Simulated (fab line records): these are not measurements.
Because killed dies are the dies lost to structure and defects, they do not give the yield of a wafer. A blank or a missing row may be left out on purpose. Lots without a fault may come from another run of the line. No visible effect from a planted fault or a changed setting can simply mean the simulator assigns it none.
fab line records + flow berkeley-cmos170
record
- lots=14
- wafers=42
- last-day=11
route steps=331 shown NWELL@28 M1@249 M3@328
lots that met no fault: from a run of the same line without faults
start-h: hours from the record's opening day to when the first of the lot's shown wafers began + wait-h: hours elapsed since this lot's preceding step + " repeats the value in the row above + L1.1+2: several wafers, shown together as one row + - either no value or no given start + * or withheld: withheld + < > ~ a bound
route shown NAME@n: NAME is a module with steps in the file, n the number in the route of the first one + usual: mean/standard deviation taken from wafers without a fault + same: alike in all rows + chamber/n: place in a boat + sites: the reading at each site + _std_site: their standard deviation + _edge_site: outer sites' mean less inner sites' + radius-mm: how far each site lies from the wafer's centre + mask NAME#n: copy n + behind: the last tool/chamber to shape the wafer + hold: why the lot went on hold/how many hours it stayed there/how the hold came to an end + device: names the non-switching transistor (n, p or np) + end of line: the tests these same wafers got at the end of their route + a step without rows: its recipe alone + killed: dies that structure and defects cost at the first sort, which is not the same as the wafer's yield + map: dies across one wafer; x = killed, . = not, _ = none there
set.NAME: the run value of the setting; set.NAME@STEP: its run value at that earlier step + model.NAME: the simulator's own value behind a step, which no gauge read
a sample of lots followed through the steps of the route, with each step as a table and each wafer as a row
services: a tool's chamber out of use, with start hour (start-h, from the record's first day; less than 0 if before it), hours out, and reason
## steps
# step UCB170_NWELL_IMPLANT_14
# recipe
- species=P
- dose-cm2=1e+13
- energy-kev=150
- tilt-deg=7
# usual
- beam-energy-keV=150.01/0.045
- beam-on-s=9.98/0.2
- faraday-current-uA=31.8/0.61
| lot.wafer | tool         | chamber | start-h | wait-h | beam-energy-keV | beam-on-s | faraday-current-uA |
|-----------|--------------|---------|---------|--------|-----------------|-----------|--------------------|
| L417.2    | implanter-01 | 0       | 41.97   | 0.1    | 150.01          | 9.71      | 32.7               |
| L417.3    | "            | 0       | "       | "      | 149.97          | 9.73      | 32.4               |
| L417.4    | "            | 0       | "       | "      | 150.01          | 9.98      | 31.9               |
| L418.1    | implanter-04 | 0       | 41.99   | 0.1    | 150.01          | 9.80      | 32.4               |
| L418.3    | "            | 0       | "       | "      | 149.93          | 9.94      | 32.0               |
| L418.6    | "            | 0       | "       | "      | 150.03          | 9.79      | 32.4               |
| L419.1    | implanter-03 | 0       | 48.09   | 0.1    | 149.97          | 10.24     | 31.0               |
| L419.2    | "            | 0       | "       | "      | 150.01          | 9.82      | 32.4               |
| L419.6    | "            | 0       | "       | "      | 150.03          | 10.09     | 31.6               |
| L421.2    | implanter-01 | 0       | 53.37   | 0.1    | 149.99          | 10.31     | 30.6               |
| L421.3    | "            | 0       | "       | "      | 149.95          | 10.02     | 31.8               |
| L421.6    | "            | 0       | "       | "      | 150.04          | 9.89      | 32.1               |
| L423.2    | implanter-04 | 0       | 57.67   | 0.1    | 150.03          | 7.90      | 40.2               |
| L423.3    | "            | 0       | "       | "      | 150.11          | 7.86      | 40.3               |
| L423.4    | "            | 0       | "       | "      | 150.02          | 7.83      | 40.5               |
| L425.2    | implanter-04 | 0       | 70.42   | 0.1    | 150.11          | 8.08      | 39.2               |
| L425.3    | "            | 0       | "       | "      | 149.94          | 7.60      | 41.6               |
| L425.4    | "            | 0       | "       | "      | 149.96          | 7.74      | 40.9               |
| L434.2    | implanter-03 | 0       | 114.27  | 0.1    | 149.95          | 10.15     | 31.3               |
| L434.3    | "            | 0       | "       | "      | 150.00          | 9.38      | 33.6               |
| L434.5    | "            | 0       | "       | "      | 150.00          | 10.04     | 31.6               |
| L432.1    | implanter-01 | 0       | 114.78  | 0.1    | 150.06          | 9.58      | 33.0               |
| L432.3    | "            | 0       | "       | "      | 149.96          | 9.78      | 32.4               |
| L432.4    | "            | 0       | "       | "      | 149.98          | 9.59      | 32.8               |
| L435.4    | implanter-03 | 0       | 126.19  | 0.1    | 150.03          | 10.02     | 31.7               |
| L435.5    | "            | 0       | "       | "      | 150.02          | 10.52     | 30.1               |
| L435.6    | "            | 0       | "       | "      | 150.09          | 9.69      | 32.7               |
| L436.1    | implanter-01 | 0       | 129.56  | 0.1    | 150.07          | 10.20     | 31.1               |
| L436.2    | "            | 0       | "       | "      | 150.04          | 10.04     | 31.6               |
| L436.4    | "            | 0       | "       | "      | 149.99          | 9.71      | 32.7               |
| L437.3    | implanter-04 | 0       | 129.88  | 0.1    | 149.91          | 10.32     | 31.0               |
| L437.4    | "            | 0       | "       | "      | 149.92          | 9.73      | 32.6               |
| L437.6    | "            | 0       | "       | "      | 150.00          | 9.91      | 32.0               |
| L438.2    | implanter-03 | 0       | 136.33  | 0.1    | 150.03          | 10.10     | 31.5               |
| L438.4    | "            | 0       | "       | "      | 150.11          | 9.94      | 31.9               |
| L438.6    | "            | 0       | "       | "      | 150.00          | 10.22     | 31.0               |
| L439.4    | implanter-04 | 0       | 137.74  | 0.1    | 150.01          | 10.13     | 31.2               |
| L439.5    | "            | 0       | "       | "      | 150.00          | 10.02     | 31.7               |
| L439.6    | "            | 0       | "       | "      | 149.97          | 9.94      | 31.9               |
| L440.1    | implanter-04 | 0       | 143.68  | 0.1    | 150.03          | 9.80      | 32.5               |
| L440.3    | "            | 0       | "       | "      | 150.00          | 9.92      | 31.8               |
| L440.4    | "            | 0       | "       | "      | 150.05          | 9.83      | 32.2               |
# step UCB170_NWELL_TW_MEAS_16
# usual
- NWELL_TW=1247/9.3
| lot.wafer | tool          | chamber | start-h | wait-h | hold                     | NWELL_TW |
|-----------|---------------|---------|---------|--------|--------------------------|----------|
| L417.2    | film-metro-03 | -       | 42.20   | 0.1    | -                        | 1242     |
| L417.3    | "             | -       | "       | "      | -                        | 1246     |
| L417.4    | "             | -       | "       | "      | -                        | 1239     |
| L418.1    | film-metro-02 | -       | 42.24   | 0.1    | -                        | 1254     |
| L418.3    | "             | -       | "       | "      | -                        | 1252     |
| L418.6    | "             | -       | "       | "      | -                        | 1250     |
| L419.1    | film-metro-01 | -       | 48.34   | 0.1    | -                        | 1239     |
| L419.2    | "             | -       | "       | "      | -                        | 1243     |
| L419.6    | "             | -       | "       | "      | -                        | 1242     |
| L421.2    | film-metro-03 | -       | 53.61   | 0.1    | -                        | 1245     |
| L421.3    | "             | -       | "       | "      | -                        | 1240     |
| L421.6    | "             | -       | "       | "      | -                        | 1244     |
| L423.2    | film-metro-03 | -       | 57.91   | 0.1    | await-dispo/0.2h/release | 1141     |
| L423.3    | "             | -       | "       | "      | await-dispo/0.2h/release | 1146     |
| L423.4    | "             | -       | "       | "      | await-dispo/0.2h/release | 1139     |
| L423.2    | film-metro-03 | -       | 58.13   | 0.2    | -                        | 1140     |
| L423.3    | "             | -       | "       | "      | -                        | 1144     |
| L423.4    | "             | -       | "       | "      | -                        | 1144     |
| L425.2    | film-metro-03 | -       | 70.65   | 0.1    | await-dispo/0.2h/release | 1133     |
| L425.3    | "             | -       | "       | "      | await-dispo/0.2h/release | 1144     |
| L425.4    | "             | -       | "       | "      | await-dispo/0.2h/release | 1145     |
| L425.2    | film-metro-03 | -       | 70.88   | 0.2    | -                        | 1143     |
| L425.3    | "             | -       | "       | "      | -                        | 1137     |
| L425.4    | "             | -       | "       | "      | -                        | 1137     |
| L434.2    | film-metro-03 | -       | 114.50  | 0.1    | -                        | 1244     |
| L434.3    | "             | -       | "       | "      | -                        | 1245     |
| L434.5    | "             | -       | "       | "      | -                        | 1245     |
| L432.1    | film-metro-03 | -       | 115.03  | 0.1    | -                        | 1241     |
| L432.3    | "             | -       | "       | "      | -                        | 1241     |
| L432.4    | "             | -       | "       | "      | -                        | 1235     |
| L435.4    | film-metro-01 | -       | 126.40  | 0.1    | -                        | 1246     |
| L435.5    | "             | -       | "       | "      | -                        | 1238     |
| L435.6    | "             | -       | "       | "      | -                        | 1238     |
| L436.1    | film-metro-03 | -       | 129.81  | 0.1    | -                        | 1242     |
| L436.2    | "             | -       | "       | "      | -                        | 1250     |
| L436.4    | "             | -       | "       | "      | -                        | 1252     |
| L437.3    | film-metro-01 | -       | 130.10  | 0.1    | -                        | 1249     |
| L437.4    | "             | -       | "       | "      | -                        | 1233     |
| L437.6    | "             | -       | "       | "      | -                        | 1238     |
| L438.2    | film-metro-01 | -       | 136.56  | 0.1    | -                        | 1236     |
| L438.4    | "             | -       | "       | "      | -                        | 1247     |
| L438.6    | "             | -       | "       | "      | -                        | 1241     |
| L439.4    | film-metro-02 | -       | 137.95  | 0.1    | -                        | 1265     |
| L439.5    | "             | -       | "       | "      | -                        | 1263     |
| L439.6    | "             | -       | "       | "      | -                        | 1260     |
| L440.1    | film-metro-02 | -       | 143.93  | 0.1    | -                        | 1260     |
| L440.3    | "             | -       | "       | "      | -                        | 1266     |
| L440.4    | "             | -       | "       | "      | -                        | 1268     |
# step UCB170_M1_ETCH_11
# recipe
- chemistry=N2/H2
- target-depth-a=withheld
- overetch-a=withheld
- target=BARC
- time-s=withheld
- source-w=500
- bias-w=100
- pressure-mtorr=30
- n2-flow-sccm=100
- h2-flow-sccm=200
# usual
- drypump-motor-current-A=5.9/0.45
- oes-product-au=0.997/0.018
- throttle-valve-pct=13.25/0.2
| lot.wafer | tool        | chamber | start-h | wait-h | drypump-motor-current-A | oes-product-au | throttle-valve-pct |
|-----------|-------------|---------|---------|--------|-------------------------|----------------|--------------------|
| L418.1    | rie-diel-04 | 3       | 163.64  | 0.0    | 6.2                     | 0.991          | 13.23              |
| L418.3    | "           | 0       | "       | "      | 5.8                     | 0.989          | 13.38              |
| L418.6    | "           | 1       | "       | "      | 5.8                     | 1.014          | 13.56              |
| L417.2    | rie-diel-03 | 2       | 163.92  | 0.0    | 6.4                     | 0.993          | 13.13              |
| L417.3    | "           | 1       | "       | "      | 5.0                     | 1.020          | 13.49              |
| L417.4    | "           | 0       | "       | "      | 6.6                     | 0.991          | 12.89              |
| L419.1    | rie-diel-04 | 0       | 167.56  | 0.0    | 5.8                     | 0.986          | 13.40              |
| L419.2    | "           | 1       | "       | "      | 5.8                     | 1.012          | 13.57              |
| L419.6    | "           | 0       | "       | "      | 5.8                     | 0.992          | 13.39              |
| L421.2    | rie-diel-02 | 2       | 173.36  | 0.0    | 5.7                     | 0.975          | 13.19              |
| L421.3    | "           | 1       | "       | "      | 5.8                     | 1.003          | 12.98              |
| L421.6    | "           | 2       | "       | "      | 5.7                     | 0.968          | 13.18              |
| L423.2    | rie-diel-03 | 2       | 174.29  | 0.0    | 6.4                     | 0.993          | 13.14              |
| L423.3    | "           | 0       | "       | "      | 6.6                     | 0.990          | 12.92              |
| L423.4    | "           | 1       | "       | "      | 5.0                     | 1.011          | 13.50              |
| L425.2    | rie-diel-02 | 1       | 185.86  | 0.0    | 5.7                     | 1.002          | 12.99              |
| L425.3    | "           | 2       | "       | "      | 5.7                     | 0.982          | 13.19              |
| L425.4    | "           | 0       | "       | "      | 6.2                     | 0.972          | 13.24              |
| L434.2    | rie-diel-04 | 2       | 222.16  | 0.0    | 5.4                     | 1.022          | 13.32              |
| L434.3    | "           | 3       | "       | "      | 6.2                     | 0.999          | 13.24              |
| L434.5    | "           | 2       | "       | "      | 5.4                     | 1.020          | 13.30              |
| L432.1    | rie-diel-03 | 3       | 223.34  | 0.0    | 5.7                     | 1.028          | 13.12              |
| L432.3    | "           | 0       | "       | "      | 6.6                     | 0.992          | 12.91              |
| L432.4    | "           | 1       | "       | "      | 5.0                     | 0.999          | 13.50              |
| L435.4    | rie-diel-03 | 1       | 241.49  | 0.0    | 5.0                     | 1.012          | 13.49              |
| L435.5    | "           | 1       | "       | "      | 5.0                     | 1.017          | 13.50              |
| L435.6    | "           | 0       | "       | "      | 6.6                     | 0.979          | 12.91              |
| L436.1    | rie-diel-03 | 0       | 248.45  | 0.0    | 6.6                     | 0.973          | 12.90              |
| L436.2    | "           | 1       | "       | "      | 5.0                     | 1.007          | 13.50              |
| L436.4    | "           | 3       | "       | "      | 5.7                     | 1.028          | 13.13              |
| L438.2    | rie-diel-04 | 2       | 248.73  | 0.0    | 5.4                     | 1.011          | 13.32              |
| L438.4    | "           | 3       | "       | "      | 6.2                     | 1.013          | 13.24              |
| L438.6    | "           | 2       | "       | "      | 5.4                     | 1.009          | 13.31              |
| L437.3    | rie-diel-02 | 3       | 249.00  | 0.0    | 5.8                     | 0.993          | 13.43              |
| L437.4    | "           | 0       | "       | "      | 6.2                     | 0.982          | 13.24              |
| L437.6    | "           | 2       | "       | "      | 5.7                     | 0.970          | 13.20              |
| L439.4    | rie-diel-03 | 1       | 249.11  | 0.0    | 5.0                     | 1.023          | 13.51              |
| L439.5    | "           | 1       | "       | "      | 5.0                     | 1.022          | 13.51              |
| L439.6    | "           | 2       | "       | "      | 6.4                     | 0.986          | 13.15              |
| L440.1    | rie-diel-02 | 0       | 256.19  | 0.0    | 6.2                     | 0.972          | 13.23              |
| L440.3    | "           | 3       | "       | "      | 5.8                     | 0.991          | 13.41              |
| L440.4    | "           | 1       | "       | "      | 5.7                     | 0.998          | 12.98              |
# step UCB170_M1_CD_MEAS_90
# recipe
- target-cd-nm=700
# usual
- cd-nm=699.9/1.9
| lot.wafer | tool      | chamber | start-h | wait-h | cd-nm |
|-----------|-----------|---------|---------|--------|-------|
| L418.1    | cd-sem-02 | -       | 163.92  | 0.1    | 702.0 |
| L418.3    | "         | -       | "       | "      | 699.9 |
| L418.6    | "         | -       | "       | "      | 700.1 |
| L417.2    | cd-sem-02 | -       | 164.34  | 0.1    | 700.1 |
| L417.3    | "         | -       | "       | "      | 699.5 |
| L417.4    | "         | -       | "       | "      | 699.7 |
| L419.1    | cd-sem-02 | -       | 167.83  | 0.1    | 702.3 |
| L419.2    | "         | -       | "       | "      | 700.9 |
| L419.6    | "         | -       | "       | "      | 701.1 |
| L421.2    | cd-sem-02 | -       | 173.66  | 0.1    | 702.3 |
| L421.3    | "         | -       | "       | "      | 699.1 |
| L421.6    | "         | -       | "       | "      | 699.9 |
| L423.2    | cd-sem-02 | -       | 174.58  | 0.1    | 702.5 |
| L423.3    | "         | -       | "       | "      | 700.9 |
| L423.4    | "         | -       | "       | "      | 701.0 |
| L425.2    | cd-sem-01 | -       | 186.16  | 0.1    | 697.2 |
| L425.3    | "         | -       | "       | "      | 699.4 |
| L425.4    | "         | -       | "       | "      | 697.4 |
| L434.2    | cd-sem-02 | -       | 222.45  | 0.1    | 701.4 |
| L434.3    | "         | -       | "       | "      | 700.9 |
| L434.5    | "         | -       | "       | "      | 700.8 |
| L432.1    | cd-sem-01 | -       | 223.62  | 0.1    | 702.2 |
| L432.3    | "         | -       | "       | "      | 700.4 |
| L432.4    | "         | -       | "       | "      | 702.3 |
| L435.4    | cd-sem-02 | -       | 241.82  | 0.1    | 696.1 |
| L435.5    | "         | -       | "       | "      | 695.3 |
| L435.6    | "         | -       | "       | "      | 696.7 |
| L436.1    | cd-sem-02 | -       | 248.73  | 0.1    | 704.9 |
| L436.2    | "         | -       | "       | "      | 702.2 |
| L436.4    | "         | -       | "       | "      | 703.5 |
| L438.2    | cd-sem-01 | -       | 249.02  | 0.1    | 699.5 |
| L438.4    | "         | -       | "       | "      | 700.6 |
| L438.6    | "         | -       | "       | "      | 700.5 |
| L437.3    | cd-sem-02 | -       | 249.32  | 0.1    | 698.2 |
| L437.4    | "         | -       | "       | "      | 698.8 |
| L437.6    | "         | -       | "       | "      | 698.9 |
| L439.4    | cd-sem-01 | -       | 249.44  | 0.1    | 699.7 |
| L439.5    | "         | -       | "       | "      | 696.6 |
| L439.6    | "         | -       | "       | "      | 701.9 |
| L440.1    | cd-sem-01 | -       | 256.46  | 0.1    | 705.1 |
| L440.3    | "         | -       | "       | "      | 700.3 |
| L440.4    | "         | -       | "       | "      | 701.7 |
# step UCB170_M3_STRIP_19
# recipe
- chemistry=O2
- power-w=400
- pressure-mtorr=3500
- platen-temp-c=withheld
- o2-flow-sccm=400
- overash-fraction=0.5
# usual
- drypump-motor-current-A=5.8/0.54
- oes-product-au=0.546/0.0076
| lot.wafer | tool            | chamber | start-h | wait-h | drypump-motor-current-A | oes-product-au | rf-hours-counter-h |
|-----------|-----------------|---------|---------|--------|-------------------------|----------------|--------------------|
| L418.1    | plasma-asher-02 | 1       | 180.74  | 0.1    | 5.5                     | 0.548          | 8                  |
| L418.3    | "               | 0       | "       | "      | 6.4                     | 0.548          | -                  |
| L418.6    | "               | 1       | "       | "      | 5.5                     | 0.547          | -                  |
| L417.2    | plasma-asher-02 | 1       | 181.29  | 0.1    | 5.5                     | 0.544          | 8                  |
| L417.3    | "               | 1       | "       | "      | 5.5                     | 0.542          | -                  |
| L417.4    | "               | 0       | "       | "      | 6.4                     | 0.547          | -                  |
| L419.1    | plasma-asher-04 | 1       | 186.57  | 0.1    | 6.7                     | 0.535          | 41                 |
| L419.2    | "               | 0       | "       | "      | 6.1                     | 0.535          | 41                 |
| L419.6    | "               | 1       | "       | "      | 6.6                     | 0.553          | -                  |
| L421.2    | plasma-asher-03 | 0       | 191.51  | 0.1    | 5.1                     | 0.540          | 46                 |
| L421.3    | "               | 0       | "       | "      | 5.1                     | 0.527          | -                  |
| L421.6    | "               | 1       | "       | "      | 5.5                     | 0.546          | -                  |
| L423.2    | plasma-asher-02 | 1       | 191.79  | 0.1    | 5.5                     | 0.550          | 10                 |
| L423.3    | "               | 1       | "       | "      | 5.5                     | 0.543          | -                  |
| L423.4    | "               | 0       | "       | "      | 6.4                     | 0.554          | -                  |
| L425.2    | plasma-asher-02 | 0       | 202.88  | 0.1    | 6.4                     | 0.545          | 11                 |
| L425.3    | "               | 1       | "       | "      | 5.5                     | 0.538          | -                  |
| L425.4    | "               | 0       | "       | "      | 6.3                     | 0.548          | -                  |
| L432.1    | plasma-asher-04 | 1       | 239.82  | 0.1    | 6.6                     | 0.564          | 47                 |
| L432.3    | "               | 1       | "       | "      | 6.6                     | 0.557          | -                  |
| L432.4    | "               | 0       | "       | "      | 6.1                     | 0.549          | -                  |
| L434.2    | plasma-asher-03 | 1       | 240.54  | 0.1    | 5.4                     | 0.553          | 51                 |
| L434.3    | "               | 0       | "       | "      | 5.1                     | 0.538          | -                  |
| L434.5    | "               | 0       | "       | "      | 5.1                     | 0.542          | -                  |
| L435.4    | plasma-asher-03 | 0       | 256.21  | 0.1    | 5.1                     | 0.545          | -                  |
| L435.5    | "               | 0       | "       | "      | 5.1                     | 0.559          | -                  |
| L435.6    | "               | 1       | "       | "      | 5.5                     | 0.554          | -                  |
| L438.2    | plasma-asher-03 | 1       | 267.66  | 0.1    | 5.4                     | 0.543          | 55                 |
| L438.4    | "               | 1       | "       | "      | 5.4                     | 0.555          | -                  |
| L438.6    | "               | 1       | "       | "      | 5.4                     | 0.539          | -                  |
| L436.1    | plasma-asher-04 | 0       | 268.73  | 0.3    | 6.1                     | 0.546          | 50                 |
| L436.2    | "               | 1       | "       | "      | 6.6                     | 0.556          | 50                 |
| L436.4    | "               | 1       | "       | "      | 6.7                     | 0.548          | -                  |
| L439.4    | plasma-asher-02 | 0       | 269.88  | 0.1    | 6.4                     | 0.546          | -                  |
| L439.5    | "               | 0       | "       | "      | 6.4                     | 0.543          | -                  |
| L439.6    | "               | 1       | "       | "      | 5.5                     | 0.557          | -                  |
| L437.3    | plasma-asher-02 | 1       | 270.30  | 0.2    | 5.5                     | 0.540          | -                  |
| L437.4    | "               | 0       | "       | "      | 6.4                     | 0.558          | -                  |
| L437.6    | "               | 0       | "       | "      | 6.4                     | 0.543          | -                  |
| L440.1    | plasma-asher-03 | 0       | 275.11  | 0.1    | 5.1                     | 0.542          | 55                 |
| L440.3    | "               | 0       | "       | "      | 5.1                     | 0.546          | -                  |
| L440.4    | "               | 1       | "       | "      | 5.4                     | 0.552          | -                  |
## services
| tool            | chamber | start-h | hours | kind   |
|-----------------|---------|---------|-------|--------|
| rie-diel-03     | 3       | 43.92   | 3.7   | repair |
| implanter-03    | -       | 50.65   | 6.8   | repair |
| rie-diel-04     | 3       | 56.84   | 7.7   | repair |
| implanter-04    | -       | 64.92   | 2.6   | repair |
| implanter-03    | -       | 78.88   | 15.8  | repair |
| implanter-01    | -       | 83.16   | 2.3   | repair |
| implanter-01    | -       | 85.42   | 29.2  | pm     |
| rie-diel-02     | -       | 98.98   | 1.0   | repair |
| rie-diel-02     | 3       | 105.46  | 8.0   | repair |
| plasma-asher-02 | -       | 108.75  | 9.0   | pm     |
| implanter-03    | -       | 109.45  | 2.2   | repair |
| implanter-01    | -       | 118.43  | 1.2   | repair |
| rie-diel-02     | 3       | 122.13  | 5.5   | repair |
| plasma-asher-02 | -       | 126.81  | 1.4   | repair |
| implanter-01    | -       | 148.24  | 7.2   | pm     |
| plasma-asher-03 | -       | 165.06  | 2.8   | pm     |
| plasma-asher-03 | -       | 176.56  | 14.6  | pm     |
| implanter-01    | -       | 180.76  | 5.0   | repair |
| rie-diel-04     | -       | 181.17  | 0.4   | repair |
| implanter-04    | -       | 189.66  | 1.8   | repair |
| plasma-asher-03 | -       | 219.76  | 1.7   | repair |
| implanter-04    | -       | 240.38  | 1.9   | pm     |
| rie-diel-03     | -       | 262.57  | 0.1   | repair |
| plasma-asher-03 | -       | 270.87  | 2.5   | repair |
## key
first-sign
- step=UCB170_NWELL_IMPLANT_14
- reading=faraday-current-uA
- direction=up
- sigmas=14
- usual=31.8
- struck=40.4
effect
- step=UCB170_NWELL_IMPLANT_14
- reading=beam-on-s
- direction=down
- sigmas=11
- usual=9.98
- struck=7.84
effect
- step=UCB170_NWELL_TW_MEAS_16
- reading=visit
- direction=added
effect
- step=UCB170_NWELL_TW_MEAS_16
- reading=NWELL_TW
- direction=down
- sigmas=11
- usual=1247
- struck=1141
met-at UCB170_NWELL_IMPLANT_14
struck-lots L423,L425
tester-left-out L423,L425
not-acting-at UCB170_M1_ETCH_11,UCB170_M1_CD_MEAS_90,UCB170_M3_STRIP_19
onset-between 41.99 57.67
fault
- kind=process-parameter-drift
- tool=implanter-04
- chamber=-
- onset-h=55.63
- steps=UCB170_NWELL_IMPLANT_14
- channel=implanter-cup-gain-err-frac
- offset=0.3
- shape=step
- end-h=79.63
# tester-left-out: of these lots the tester's yield and bins aren't shown, on N5 and GAA mostly nor the transistor test; their killed dies are dies lost to structure and defects alone, not to doping, threshold or leakage, so they don't give the yield
